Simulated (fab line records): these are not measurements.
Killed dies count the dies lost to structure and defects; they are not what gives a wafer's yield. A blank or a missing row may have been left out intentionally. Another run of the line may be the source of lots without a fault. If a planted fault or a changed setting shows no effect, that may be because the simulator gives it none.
fab line records || flow berkeleyCmos170
record {"lots": 5, "wafers": 15, "lastDay": 14}
route steps=331 shown ACTIVE@63
lots that met no fault: from a run of the same line without faults
startH: the number of hours between the record's first day and the start of the first shown wafer of the lot || waitH: hours since the lot's step before || " the same as in the row above || L1.1+2: a row that stands for several wafers || - no value present, or no start provided || * or withheld: withheld || < > ~ a bound
route shown NAME@n: names a module that has steps shown in the file, with the first one's number in the route || usual: mean/standard deviation taken from wafers without a fault || same: alike in all rows || chamber/n: place in a boat || sites: per-site readings || _std_site: the values' standard deviation || _edge_site: outer sites' mean less inner sites' || radiusMm: for every site, how far away it sits from the centre of the wafer || mask NAME#n: copy n || behind: the tool/chamber that last shaped the wafer || hold: why the lot was held/for how many hours/how that ended || device: whichever transistor did not switch (one of n, p or np) || end of line: at the end of the route, the tests of the same wafers || a step given without rows: its recipe and nothing more || killed: count of dies lost to structure and defects at first sort (not the wafer's yield) || map: dies across one wafer; x = killed, . = not, _ = none there
set.NAME: the setting the step ran with; set.NAME@STEP: the setting that earlier step ran with || model.NAME: the simulator's own value behind a step, which no gauge read
lots at some steps of the route; a table a step, a row a wafer
services: when a tool's chamber went out of use (startH, in hours from the record's first day, below 0 if earlier), for how many hours, and the reason
## steps
# step UCB170_ACTIVE_THK_MEAS_03
# recipe {"reads": "SiO2_of_ACTIVE_OXIDATION_02"}
# usual {"ACTIVE_OXIDE_THK": "26.2/0.5"}
{"lot.wafer": "L436.2", "tool": "filmMetro-02", "chamber": "-", "startH": 95.35, "waitH": 0.0, "ACTIVE_OXIDE_THK[nm]": 26.2}
{"lot.wafer": "L436.3", "tool": "filmMetro-02", "chamber": "-", "startH": 95.35, "waitH": 0.0, "ACTIVE_OXIDE_THK[nm]": 26.0}
{"lot.wafer": "L436.6", "tool": "filmMetro-02", "chamber": "-", "startH": 95.35, "waitH": 0.0, "ACTIVE_OXIDE_THK[nm]": 26.1}
{"lot.wafer": "L445.2", "tool": "filmMetro-02", "chamber": "-", "startH": 135.48, "waitH": 0.0, "ACTIVE_OXIDE_THK[nm]": 25.6}
{"lot.wafer": "L445.3", "tool": "filmMetro-02", "chamber": "-", "startH": 135.48, "waitH": 0.0, "ACTIVE_OXIDE_THK[nm]": 25.6}
{"lot.wafer": "L445.5", "tool": "filmMetro-02", "chamber": "-", "startH": 135.48, "waitH": 0.0, "ACTIVE_OXIDE_THK[nm]": 25.8}
{"lot.wafer": "L454.1", "tool": "filmMetro-02", "chamber": "-", "startH": 203.93, "waitH": 0.0, "ACTIVE_OXIDE_THK[nm]": 26.3}
{"lot.wafer": "L454.3", "tool": "filmMetro-02", "chamber": "-", "startH": 203.93, "waitH": 0.0, "ACTIVE_OXIDE_THK[nm]": 26.0}
{"lot.wafer": "L454.6", "tool": "filmMetro-02", "chamber": "-", "startH": 203.93, "waitH": 0.0, "ACTIVE_OXIDE_THK[nm]": 26.4}
{"lot.wafer": "L453.1", "tool": "filmMetro-02", "chamber": "-", "startH": 204.05, "waitH": 0.1, "ACTIVE_OXIDE_THK[nm]": 25.8}
{"lot.wafer": "L453.4", "tool": "filmMetro-02", "chamber": "-", "startH": 204.05, "waitH": 0.1, "ACTIVE_OXIDE_THK[nm]": 25.8}
{"lot.wafer": "L453.6", "tool": "filmMetro-02", "chamber": "-", "startH": 204.05, "waitH": 0.1, "ACTIVE_OXIDE_THK[nm]": 26.2}
{"lot.wafer": "L457.3", "tool": "filmMetro-01", "chamber": "-", "startH": 211.38, "waitH": 0.0, "ACTIVE_OXIDE_THK[nm]": 26.4}
{"lot.wafer": "L457.4", "tool": "filmMetro-01", "chamber": "-", "startH": 211.38, "waitH": 0.0, "ACTIVE_OXIDE_THK[nm]": 25.9}
{"lot.wafer": "L457.5", "tool": "filmMetro-01", "chamber": "-", "startH": 211.38, "waitH": 0.0, "ACTIVE_OXIDE_THK[nm]": 26.0}
# step UCB170_ACTIVE_ANNEAL_04
# recipe {"tempC": 1000, "timeS": 900, "ambient": "N2"}
# step UCB170_ACTIVE_CVD_05
# recipe {"material": "Si3N4", "targetThkNm": 220, "tempC": 800, "precursor": "SiH2Cl2/NH3", "timeS": 3300, "pressureMtorr": 200, "sih2cl2FlowSccm": 25, "nh3FlowSccm": 75}
# step UCB170_ACTIVE_THK_MEAS_06
# recipe {"reads": "Si3N4_of_ACTIVE_CVD_05"}
# usual {"ACTIVE_NITRIDE_THK": "220.4/2"}
{"lot.wafer": "L436.2", "tool": "filmMetro-01", "chamber": "-", "startH": 103.43, "waitH": 0.0, "ACTIVE_NITRIDE_THK[nm]": 219.6}
{"lot.wafer": "L436.3", "tool": "filmMetro-01", "chamber": "-", "startH": 103.43, "waitH": 0.0, "ACTIVE_NITRIDE_THK[nm]": 221.5}
{"lot.wafer": "L436.6", "tool": "filmMetro-01", "chamber": "-", "startH": 103.43, "waitH": 0.0, "ACTIVE_NITRIDE_THK[nm]": 220.5}
{"lot.wafer": "L445.2", "tool": "filmMetro-02", "chamber": "-", "startH": 140.93, "waitH": 0.0, "ACTIVE_NITRIDE_THK[nm]": 223.5}
{"lot.wafer": "L445.3", "tool": "filmMetro-02", "chamber": "-", "startH": 140.93, "waitH": 0.0, "ACTIVE_NITRIDE_THK[nm]": 222.7}
{"lot.wafer": "L445.5", "tool": "filmMetro-02", "chamber": "-", "startH": 140.93, "waitH": 0.0, "ACTIVE_NITRIDE_THK[nm]": 221.6}
{"lot.wafer": "L453.1", "tool": "filmMetro-03", "chamber": "-", "startH": 214.53, "waitH": 0.0, "ACTIVE_NITRIDE_THK[nm]": 222.4}
{"lot.wafer": "L453.4", "tool": "filmMetro-03", "chamber": "-", "startH": 214.53, "waitH": 0.0, "ACTIVE_NITRIDE_THK[nm]": 221.8}
{"lot.wafer": "L453.6", "tool": "filmMetro-03", "chamber": "-", "startH": 214.53, "waitH": 0.0, "ACTIVE_NITRIDE_THK[nm]": 223.1}
{"lot.wafer": "L454.1", "tool": "filmMetro-01", "chamber": "-", "startH": 214.53, "waitH": 0.0, "ACTIVE_NITRIDE_THK[nm]": 220.0}
{"lot.wafer": "L454.3", "tool": "filmMetro-01", "chamber": "-", "startH": 214.53, "waitH": 0.0, "ACTIVE_NITRIDE_THK[nm]": 218.1}
{"lot.wafer": "L454.6", "tool": "filmMetro-01", "chamber": "-", "startH": 214.53, "waitH": 0.0, "ACTIVE_NITRIDE_THK[nm]": 219.3}
{"lot.wafer": "L457.3", "tool": "filmMetro-01", "chamber": "-", "startH": 220.47, "waitH": 0.0, "ACTIVE_NITRIDE_THK[nm]": 217.6}
{"lot.wafer": "L457.4", "tool": "filmMetro-01", "chamber": "-", "startH": 220.47, "waitH": 0.0, "ACTIVE_NITRIDE_THK[nm]": 218.1}
{"lot.wafer": "L457.5", "tool": "filmMetro-01", "chamber": "-", "startH": 220.47, "waitH": 0.0, "ACTIVE_NITRIDE_THK[nm]": 218.4}
# step UCB170_ACTIVE_HMDS_07
# recipe {"primeTimeS": 60, "primeTempC": 100}
# step UCB170_ACTIVE_COAT_08
# recipe {"resist": "KrF", "spinRpm": 1500, "resistThkNm": 900}
# step UCB170_ACTIVE_SOFTBAKE_09
# recipe {"resist": "KrF", "tempC": 130, "timeS": 60}
# step UCB170_ACTIVE_EXPOSE_10
# recipe {"maskId": "ACTIVE", "targetCdNm": 1200, "na": 0.5, "sigmaOuter": 0.6, "sourceShape": "conventional", "doseMj": 20}
# step UCB170_ACTIVE_PEB_11
# recipe {"pebTempC": 130, "pebTimeS": "withheld", "resist": "KrF"}
# step UCB170_ACTIVE_DEVELOP_12
# recipe {"developer": "TMAH", "developTimeS": 45, "resist": "KrF", "devTempC": 21}
# step UCB170_ACTIVE_CD_MEAS_13
# recipe {"targetCdNm": 1200}
# usual {"cdNm": "1199.8/1.3"}
{"lot.wafer": "L436.2", "tool": "cdSem-02", "chamber": "-", "startH": 104.36, "waitH": "-", "cdNm": 1200.8}
{"lot.wafer": "L436.3", "tool": "cdSem-02", "chamber": "-", "startH": 104.36, "waitH": "-", "cdNm": 1202.1}
{"lot.wafer": "L436.6", "tool": "cdSem-02", "chamber": "-", "startH": 104.36, "waitH": "-", "cdNm": 1200.4}
{"lot.wafer": "L445.2", "tool": "cdSem-01", "chamber": "-", "startH": 142.48, "waitH": "-", "cdNm": 1199.9}
{"lot.wafer": "L445.3", "tool": "cdSem-01", "chamber": "-", "startH": 142.48, "waitH": "-", "cdNm": 1199.1}
{"lot.wafer": "L445.5", "tool": "cdSem-01", "chamber": "-", "startH": 142.48, "waitH": "-", "cdNm": 1200.3}
{"lot.wafer": "L454.1", "tool": "cdSem-02", "chamber": "-", "startH": 216.24, "waitH": "-", "cdNm": 1197.4}
{"lot.wafer": "L454.3", "tool": "cdSem-02", "chamber": "-", "startH": 216.24, "waitH": "-", "cdNm": 1197.9}
{"lot.wafer": "L454.6", "tool": "cdSem-02", "chamber": "-", "startH": 216.24, "waitH": "-", "cdNm": 1197.9}
{"lot.wafer": "L453.1", "tool": "cdSem-01", "chamber": "-", "startH": 216.45, "waitH": "-", "cdNm": 1199.8}
{"lot.wafer": "L453.4", "tool": "cdSem-01", "chamber": "-", "startH": 216.45, "waitH": "-", "cdNm": 1200.3}
{"lot.wafer": "L453.6", "tool": "cdSem-01", "chamber": "-", "startH": 216.45, "waitH": "-", "cdNm": 1198.8}
{"lot.wafer": "L457.3", "tool": "cdSem-01", "chamber": "-", "startH": 221.39, "waitH": "-", "cdNm": 1198.0}
{"lot.wafer": "L457.4", "tool": "cdSem-01", "chamber": "-", "startH": 221.39, "waitH": "-", "cdNm": 1198.4}
{"lot.wafer": "L457.5", "tool": "cdSem-01", "chamber": "-", "startH": 221.39, "waitH": "-", "cdNm": 1198.3}
# step UCB170_ACTIVE_OVL_MEAS_14
# usual {"ACTIVE_OVL": "1/6.1"}
{"lot.wafer": "L436.2", "tool": "overlay-01", "chamber": "-", "startH": 104.46, "waitH": 0.1, "ACTIVE_OVL[nm]": 10}
{"lot.wafer": "L436.3", "tool": "overlay-01", "chamber": "-", "startH": 104.46, "waitH": 0.1, "ACTIVE_OVL[nm]": 4}
{"lot.wafer": "L436.6", "tool": "overlay-01", "chamber": "-", "startH": 104.46, "waitH": 0.1, "ACTIVE_OVL[nm]": 7}
{"lot.wafer": "L445.2", "tool": "overlay-02", "chamber": "-", "startH": 142.59, "waitH": 0.1, "ACTIVE_OVL[nm]": -10}
{"lot.wafer": "L445.3", "tool": "overlay-02", "chamber": "-", "startH": 142.59, "waitH": 0.1, "ACTIVE_OVL[nm]": 3}
{"lot.wafer": "L445.5", "tool": "overlay-02", "chamber": "-", "startH": 142.59, "waitH": 0.1, "ACTIVE_OVL[nm]": -3}
{"lot.wafer": "L454.1", "tool": "overlay-01", "chamber": "-", "startH": 216.36, "waitH": 0.1, "ACTIVE_OVL[nm]": -9}
{"lot.wafer": "L454.3", "tool": "overlay-01", "chamber": "-", "startH": 216.36, "waitH": 0.1, "ACTIVE_OVL[nm]": -5}
{"lot.wafer": "L454.6", "tool": "overlay-01", "chamber": "-", "startH": 216.36, "waitH": 0.1, "ACTIVE_OVL[nm]": -8}
{"lot.wafer": "L453.1", "tool": "overlay-02", "chamber": "-", "startH": 216.57, "waitH": 0.1, "ACTIVE_OVL[nm]": 5}
{"lot.wafer": "L453.4", "tool": "overlay-02", "chamber": "-", "startH": 216.57, "waitH": 0.1, "ACTIVE_OVL[nm]": 4}
{"lot.wafer": "L453.6", "tool": "overlay-02", "chamber": "-", "startH": 216.57, "waitH": 0.1, "ACTIVE_OVL[nm]": 11}
{"lot.wafer": "L457.3", "tool": "overlay-01", "chamber": "-", "startH": 221.48, "waitH": 0.1, "ACTIVE_OVL[nm]": -2}
{"lot.wafer": "L457.4", "tool": "overlay-01", "chamber": "-", "startH": 221.48, "waitH": 0.1, "ACTIVE_OVL[nm]": 2}
{"lot.wafer": "L457.5", "tool": "overlay-01", "chamber": "-", "startH": 221.48, "waitH": 0.1, "ACTIVE_OVL[nm]": 2}
# step UCB170_ACTIVE_ETCH_15
# recipe {"chemistry": "CH3F/Ar/O2", "target": "Si3N4", "stopOn": "SiO2", "CH3F_flow_sccm": 20, "Ar_flow_sccm": 50, "O2_flow_sccm": 7, "pressureMtorr": 50, "rfW": 450, "targetDepthA": 2420, "overEtchFrac": 0.09098, "timeS": 151}
# usual {"drypumpMotorCurrentA": "5.6/0.48", "oesProductAu": "0.939/0.016", "throttleValvePct": "8.09/0.12"}
{"lot.wafer": "L436.2", "tool": "rieDiel-01", "chamber": 2, "startH": 104.49, "waitH": 0.0, "drypumpMotorCurrentA": 6.0, "oesProductAu": 0.924, "rfHoursCounterH": 140, "throttleValvePct": 8.24, "model.KrF_of_ACTIVE_COAT_08.thkNm": 729}
{"lot.wafer": "L436.3", "tool": "rieDiel-01", "chamber": 3, "startH": 104.49, "waitH": 0.0, "drypumpMotorCurrentA": 6.2, "oesProductAu": 0.936, "rfHoursCounterH": 56, "throttleValvePct": 7.90, "model.KrF_of_ACTIVE_COAT_08.thkNm": 728.4}
{"lot.wafer": "L436.6", "tool": "rieDiel-01", "chamber": 2, "startH": 104.49, "waitH": 0.0, "drypumpMotorCurrentA": 6.0, "oesProductAu": 0.932, "rfHoursCounterH": "-", "throttleValvePct": 8.23, "model.KrF_of_ACTIVE_COAT_08.thkNm": 729.3}
{"lot.wafer": "L445.2", "tool": "rieDiel-04", "chamber": 2, "startH": 142.62, "waitH": 0.0, "drypumpMotorCurrentA": 4.9, "oesProductAu": 0.949, "rfHoursCounterH": 117, "throttleValvePct": 8.26, "model.KrF_of_ACTIVE_COAT_08.thkNm": 721.2}
{"lot.wafer": "L445.3", "tool": "rieDiel-04", "chamber": 3, "startH": 142.62, "waitH": 0.0, "drypumpMotorCurrentA": 5.2, "oesProductAu": 0.932, "rfHoursCounterH": 14, "throttleValvePct": 7.92, "model.KrF_of_ACTIVE_COAT_08.thkNm": 734.8}
{"lot.wafer": "L445.5", "tool": "rieDiel-04", "chamber": 2, "startH": 142.62, "waitH": 0.0, "drypumpMotorCurrentA": 4.9, "oesProductAu": 0.946, "rfHoursCounterH": "-", "throttleValvePct": 8.25, "model.KrF_of_ACTIVE_COAT_08.thkNm": 722.3}
{"lot.wafer": "L454.1", "tool": "rieDiel-03", "chamber": 2, "startH": 216.39, "waitH": 0.0, "drypumpMotorCurrentA": 5.3, "oesProductAu": 0.956, "rfHoursCounterH": 11, "throttleValvePct": 8.06, "model.KrF_of_ACTIVE_COAT_08.thkNm": 724.6}
{"lot.wafer": "L454.3", "tool": "rieDiel-03", "chamber": 0, "startH": 216.39, "waitH": 0.0, "drypumpMotorCurrentA": 6.2, "oesProductAu": 0.935, "rfHoursCounterH": 49, "throttleValvePct": 7.94, "model.KrF_of_ACTIVE_COAT_08.thkNm": 722.4}
{"lot.wafer": "L454.6", "tool": "rieDiel-03", "chamber": 2, "startH": 216.39, "waitH": 0.0, "drypumpMotorCurrentA": 5.3, "oesProductAu": 0.946, "rfHoursCounterH": "-", "throttleValvePct": 8.05, "model.KrF_of_ACTIVE_COAT_08.thkNm": 726.3}
{"lot.wafer": "L453.1", "tool": "rieDiel-03", "chamber": 0, "startH": 216.60, "waitH": 0.0, "drypumpMotorCurrentA": 6.2, "oesProductAu": 0.930, "rfHoursCounterH": 49, "throttleValvePct": 7.92, "model.KrF_of_ACTIVE_COAT_08.thkNm": 727.7}
{"lot.wafer": "L453.4", "tool": "rieDiel-03", "chamber": 3, "startH": 216.60, "waitH": 0.0, "drypumpMotorCurrentA": 5.0, "oesProductAu": 0.915, "rfHoursCounterH": 81, "throttleValvePct": 8.26, "model.KrF_of_ACTIVE_COAT_08.thkNm": 727.9}
{"lot.wafer": "L453.6", "tool": "rieDiel-03", "chamber": 1, "startH": 216.60, "waitH": 0.0, "drypumpMotorCurrentA": 5.7, "oesProductAu": 0.953, "rfHoursCounterH": "-", "throttleValvePct": 8.16, "model.KrF_of_ACTIVE_COAT_08.thkNm": 725.8}
{"lot.wafer": "L457.3", "tool": "rieDiel-04", "chamber": 0, "startH": 221.51, "waitH": 0.0, "drypumpMotorCurrentA": 6.0, "oesProductAu": 0.968, "rfHoursCounterH": 36, "throttleValvePct": 8.02, "model.KrF_of_ACTIVE_COAT_08.thkNm": 720}
{"lot.wafer": "L457.4", "tool": "rieDiel-04", "chamber": 2, "startH": 221.51, "waitH": 0.0, "drypumpMotorCurrentA": 4.9, "oesProductAu": 0.933, "rfHoursCounterH": 119, "throttleValvePct": 8.25, "model.KrF_of_ACTIVE_COAT_08.thkNm": 720.8}
{"lot.wafer": "L457.5", "tool": "rieDiel-04", "chamber": 2, "startH": 221.51, "waitH": 0.0, "drypumpMotorCurrentA": 4.9, "oesProductAu": 0.925, "rfHoursCounterH": "-", "throttleValvePct": 8.25, "model.KrF_of_ACTIVE_COAT_08.thkNm": 720.4}
# step UCB170_ACTIVE_STRIP_16
# recipe {"chemistry": "O2", "powerW": 400, "pressureMtorr": 3500, "platenTempC": "withheld", "o2FlowSccm": 400, "overashFraction": 0.5}
# usual {"drypumpMotorCurrentA": "5.6/0.33", "oesProductAu": "0.721/0.005", "stripTimeToEndpointS": "18.11/0.076"}
{"lot.wafer": "L436.2", "tool": "plasmaAsher-04", "chamber": 0, "startH": 104.59, "waitH": 0.1, "drypumpMotorCurrentA": 5.6, "oesProductAu": 0.725, "rfHoursCounterH": 37, "stripTimeToEndpointS": 18.20}
{"lot.wafer": "L436.3", "tool": "plasmaAsher-04", "chamber": 1, "startH": 104.59, "waitH": 0.1, "drypumpMotorCurrentA": 5.1, "oesProductAu": 0.718, "rfHoursCounterH": "-", "stripTimeToEndpointS": 18.20}
{"lot.wafer": "L436.6", "tool": "plasmaAsher-04", "chamber": 1, "startH": 104.59, "waitH": 0.1, "drypumpMotorCurrentA": 5.1, "oesProductAu": 0.710, "rfHoursCounterH": "-", "stripTimeToEndpointS": 18.19}
{"lot.wafer": "L445.2", "tool": "plasmaAsher-01", "chamber": 0, "startH": 142.72, "waitH": 0.1, "drypumpMotorCurrentA": 5.9, "oesProductAu": 0.723, "rfHoursCounterH": 3, "stripTimeToEndpointS": 18.01}
{"lot.wafer": "L445.3", "tool": "plasmaAsher-01", "chamber": 0, "startH": 142.72, "waitH": 0.1, "drypumpMotorCurrentA": 5.9, "oesProductAu": 0.720, "rfHoursCounterH": "-", "stripTimeToEndpointS": 18.32}
{"lot.wafer": "L445.5", "tool": "plasmaAsher-01", "chamber": 1, "startH": 142.72, "waitH": 0.1, "drypumpMotorCurrentA": 5.9, "oesProductAu": 0.718, "rfHoursCounterH": "-", "stripTimeToEndpointS": 18.02}
{"lot.wafer": "L454.1", "tool": "plasmaAsher-04", "chamber": 0, "startH": 216.50, "waitH": 0.1, "drypumpMotorCurrentA": 5.7, "oesProductAu": 0.726, "rfHoursCounterH": 48, "stripTimeToEndpointS": 18.09}
{"lot.wafer": "L454.3", "tool": "plasmaAsher-04", "chamber": 1, "startH": 216.50, "waitH": 0.1, "drypumpMotorCurrentA": 5.1, "oesProductAu": 0.724, "rfHoursCounterH": "-", "stripTimeToEndpointS": 18.04}
{"lot.wafer": "L454.6", "tool": "plasmaAsher-04", "chamber": 1, "startH": 216.50, "waitH": 0.1, "drypumpMotorCurrentA": 5.1, "oesProductAu": 0.715, "rfHoursCounterH": "-", "stripTimeToEndpointS": 18.13}
{"lot.wafer": "L453.1", "tool": "plasmaAsher-01", "chamber": 1, "startH": 216.72, "waitH": 0.1, "drypumpMotorCurrentA": 5.9, "oesProductAu": 0.727, "rfHoursCounterH": 10, "stripTimeToEndpointS": 18.15}
{"lot.wafer": "L453.4", "tool": "plasmaAsher-01", "chamber": 0, "startH": 216.72, "waitH": 0.1, "drypumpMotorCurrentA": 5.8, "oesProductAu": 0.722, "rfHoursCounterH": "-", "stripTimeToEndpointS": 18.16}
{"lot.wafer": "L453.6", "tool": "plasmaAsher-01", "chamber": 0, "startH": 216.72, "waitH": 0.1, "drypumpMotorCurrentA": 5.8, "oesProductAu": 0.711, "rfHoursCounterH": "-", "stripTimeToEndpointS": 18.11}
{"lot.wafer": "L457.3", "tool": "plasmaAsher-01", "chamber": 1, "startH": 221.64, "waitH": 0.1, "drypumpMotorCurrentA": 5.9, "oesProductAu": 0.720, "rfHoursCounterH": "-", "stripTimeToEndpointS": 17.97}
{"lot.wafer": "L457.4", "tool": "plasmaAsher-01", "chamber": 0, "startH": 221.64, "waitH": 0.1, "drypumpMotorCurrentA": 5.9, "oesProductAu": 0.718, "rfHoursCounterH": "-", "stripTimeToEndpointS": 17.98}
{"lot.wafer": "L457.5", "tool": "plasmaAsher-01", "chamber": 1, "startH": 221.64, "waitH": 0.1, "drypumpMotorCurrentA": 5.9, "oesProductAu": 0.715, "rfHoursCounterH": "-", "stripTimeToEndpointS": 17.99}
## services
{"tool": "rieDiel-03", "chamber": 3, "startH": 108.36, "hours": 3.3, "kind": "repair"}
{"tool": "plasmaAsher-01", "chamber": "-", "startH": 108.75, "hours": 9.0, "kind": "pm"}
{"tool": "plasmaAsher-01", "chamber": 0, "startH": 108.75, "hours": 9.0, "kind": "ventCycle"}
{"tool": "plasmaAsher-01", "chamber": 1, "startH": 108.75, "hours": 9.0, "kind": "ventCycle"}
{"tool": "rieDiel-04", "chamber": 3, "startH": 115.13, "hours": 3.1, "kind": "repair"}
{"tool": "rieDiel-03", "chamber": "-", "startH": 115.58, "hours": 1.1, "kind": "repair"}
{"tool": "plasmaAsher-01", "chamber": 0, "startH": 117.75, "hours": "-", "kind": "clean"}
{"tool": "plasmaAsher-01", "chamber": 1, "startH": 117.75, "hours": "-", "kind": "clean"}
{"tool": "rieDiel-04", "chamber": "-", "startH": 121.00, "hours": 0.2, "kind": "repair"}
{"tool": "plasmaAsher-04", "chamber": "-", "startH": 143.01, "hours": 2.8, "kind": "pm"}
{"tool": "rieDiel-01", "chamber": "-", "startH": 154.56, "hours": 0.1, "kind": "repair"}
{"tool": "rieDiel-01", "chamber": 1, "startH": 168.77, "hours": 2.2, "kind": "repair"}
{"tool": "rieDiel-03", "chamber": 1, "startH": 176.25, "hours": 13.1, "kind": "repair"}
{"tool": "rieDiel-04", "chamber": "-", "startH": 193.65, "hours": 14.6, "kind": "pm"}
{"tool": "rieDiel-01", "chamber": 2, "startH": 209.79, "hours": "-", "kind": "clean"}
{"tool": "rieDiel-01", "chamber": 2, "startH": 209.79, "hours": 11.9, "kind": "scheduledDown"}
{"tool": "rieDiel-01", "chamber": 2, "startH": 209.79, "hours": 11.9, "kind": "ventCycle"}
{"tool": "rieDiel-04", "chamber": "-", "startH": 216.55, "hours": 0.1, "kind": "repair"}
{"tool": "rieDiel-03", "chamber": 0, "startH": 221.06, "hours": 7.9, "kind": "repair"}
## key
firstSign none at tools or gauges
modelEffect {"step": "UCB170_ACTIVE_ETCH_15", "value": "KrF_of_ACTIVE_COAT_08.thkNm", "without": 723.7, "struck": 734.8}
metAt UCB170_ACTIVE_ETCH_15
struckWafers L445.3
sortLeftOut L445.3
testerLeftOut L445
fault {"kind": "processParameterDrift", "tool": "rieDiel-04", "chamber": 3, "onsetH": 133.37, "steps": "UCB170_ACTIVE_ETCH_15", "channel": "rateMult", "offset": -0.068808, "shape": "step", "endH": 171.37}
# testerLeftOut: of these lots the tester's yield and bins aren't shown, on N5 and GAA mostly nor the transistor test; their killed dies are dies lost to structure and defects alone, not to doping, threshold or leakage, so they don't give the yield
# sortLeftOut: the simulated sort isn't trusted on such a fault, so these wafers' sort isn't shown, and their yield isn't known
